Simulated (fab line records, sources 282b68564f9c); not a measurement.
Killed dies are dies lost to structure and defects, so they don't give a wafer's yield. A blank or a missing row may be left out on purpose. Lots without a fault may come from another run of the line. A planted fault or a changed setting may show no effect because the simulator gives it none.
Chamber matching | flow rit_cmos | RIT_SDANNEAL_CLEAN_00 on wet_bench-04: 3 sister chambers
The step cleans in SC1, time 600 s. 6 wafers are shown with their chamber, then 7 later ones without.

WAFERS WITH THEIR CHAMBER
wafer  | chamber | bath_guard_temp_C (C)
L845.3 | 3       | 74.8
L845.6 | 3       | 75.0
L846.3 | 0       | 75.4
L846.5 | 0       | 74.9
L848.3 | 1       | 74.9
L848.4 | 1       | 75.1

WAFERS WITHOUT THEIR CHAMBER
wafer  | bath_guard_temp_C (C)
L848.5 | 74.7
L849.1 | 74.7
L849.3 | 74.9
L849.6 | 74.8
L862.2 | 75.1
L862.3 | 74.6
L862.4 | 74.9

WHICH CHAMBER EACH WENT THROUGH
wafer  | from the rows above          | in truth
L848.5 | can't be placed: 3 or 1 or 0 | 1
L849.1 | can't be placed: 3 or 1 or 0 | 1
L849.3 | can't be placed: 3 or 1 or 0 | 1
L849.6 | can't be placed: 3 or 1 or 0 | 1
L862.2 | can't be placed: 0 or 1 or 3 | 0
L862.3 | can't be placed: 3 or 1 or 0 | 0
L862.4 | can't be placed: 3 or 1 or 0 | 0
Placed correctly: 0 of 7. Can't be placed from these rows: 7 (the true chamber is among the candidates in 7). Placed wrongly: 0.
How it was worked out, from the rows above alone: a wafer's distance from a chamber is the root of the sum, over the readings, of the square of ((its reading less the chamber's mean) divided by the reading's scatter). The wafer belongs to the nearest chamber; if the next one is less than 2 further off, it can't be placed. A chamber's mean is the mean of its shown wafers. The scatter: the root of (the sum of the squares of (reading less its chamber's mean) over the shown wafers, divided by (wafers less chambers)).
